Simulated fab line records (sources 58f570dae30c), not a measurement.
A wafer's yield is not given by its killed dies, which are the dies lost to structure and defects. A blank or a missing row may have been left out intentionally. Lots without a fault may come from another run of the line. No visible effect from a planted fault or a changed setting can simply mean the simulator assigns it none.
Problem report in the 8D (eight disciplines) form, filled by code    flow berkeley cmos170    the parts of the form that need people (team, actions taken, sign-off) are left out

1. THE ISSUE
strip time to endpoint s at UCB170_V1_STRIP_15 reads a mean of 13.16 s on 2 wafers of 2 lots; wafers without a fault read 15.33 s with a standard deviation of 0.11. Measured from the usual mean, that is -20 standard deviations.
The step: strips in O2.
First observed at day 10 03:19: wafer L278.1, on plasma asher-02. The record holds 42 wafers of 14 lots with a number at this step. Rule for "out" (also "out of limits"): further than 4 standard deviations from the usual mean. The rest of the wafers with a number are treated as sound.

2. WHAT IT IS AND WHAT IT IS NOT
question                     is                        is not
which readings at this step  strip time to endpoint s  drypump motor current A, oes product au
which lots                   L278, L279                L265, L267, L268, L269, L270, L271, L276, L280, L283, L284, L286, L288
which wafers of those lots   L278.1, L279.2            L278.3, L278.4, L279.1, L279.5
read on which tools          plasma asher-02           plasma asher-01, plasma asher-03
when                         from day 10 03:19         up to then (23 sound wafers); but 17 sound wafers of L279, L280, L283, L284, L286, L288 came after

3. SUSPECTS, AND WHAT RULES EACH OUT
Counting: if a tool at a process step up to the reading ran every lot that is out, it stays a suspect. Sound lots after the first of them don't rule it out here, since some wafers of a struck lot are sound.
- pecvd-01 at UCB170_V1_CVD_00 (deposits SiO2 from TEOS/O2, target thk 2000 nm, time 250 s): kept. Ran every lot that is out, first one L278 (day 10 01:06); last sound lot up to then L270 (day 8 02:01).
- rie diel-04 at UCB170_V1_ETCH_14 (etches SiO2 in CHF3/CF4/Ar, stops on Al, target depth 1250 nm, time 291 s): kept. Ran every lot that is out, first one L278 (day 10 03:08); last sound lot up to then L268 (day 8 05:40).
- plasma asher-02 at UCB170_V1_STRIP_15 (strips in O2): kept. Ran every lot that is out, first one L278 (day 10 03:19); last sound lot up to then L276 (day 9 21:02). Its own readings are out on those wafers: strip time to endpoint s.
- In rie diel-04 at UCB170_V1_ETCH_14, the wafers that are out were processed in chamber 2 and their sound lot-mates in chambers 0, 1.
pecvd-01 at UCB170_V1_CVD_00, rie diel-04 at UCB170_V1_ETCH_14 and plasma asher-02 at UCB170_V1_STRIP_15 are what is left after counting.

4. THE CAUSE (what the simulator had put in)
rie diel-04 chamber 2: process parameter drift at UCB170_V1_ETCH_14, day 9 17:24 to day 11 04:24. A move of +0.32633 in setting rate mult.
3 suspects survive the count, and this tool is in that group.

5. THE EFFECT CHAIN, in route order
Rows list readings where the struck wafers' mean (over those with a number) sits beyond 3 standard deviations from the usual. Only readings for which the record gives a usual standard deviation are gone through. hours: the time from each lot's start at the first step in this table that gives one to its start at this step, as a median over the lots. sigmas: the change in usual standard deviations.
hours  step                reading                   usual    on struck wafers  change  sigmas
0      UCB170_V1_STRIP_15  strip time to endpoint s  15.33 s  13.16             -2.17   -20
Its process steps:
- UCB170_V1_STRIP_15: strips in O2.
Later steps that measure or inspect, where all struck wafers having a row at the step show a number for every such reading and not one has moved that far: UCB170_V1_CD_MEAS_90.

6. HOW IT WOULD HAVE BEEN CAUGHT EARLIER
In this record no reading fell out of limits until day 10 03:19, 10 hours after the fault had begun at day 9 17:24.
An alarm limit of 4 standard deviations would not have fired on the tool readings at UCB170_V1_ETCH_14 for which the record gives a usual standard deviation, since none of them was out on any struck wafer.
Of the lots that are out (2), L279 began UCB170_V1_ETCH_14 on rie diel-04 after day 10 03:19. It would have been spared by a hold on the tool at that moment.
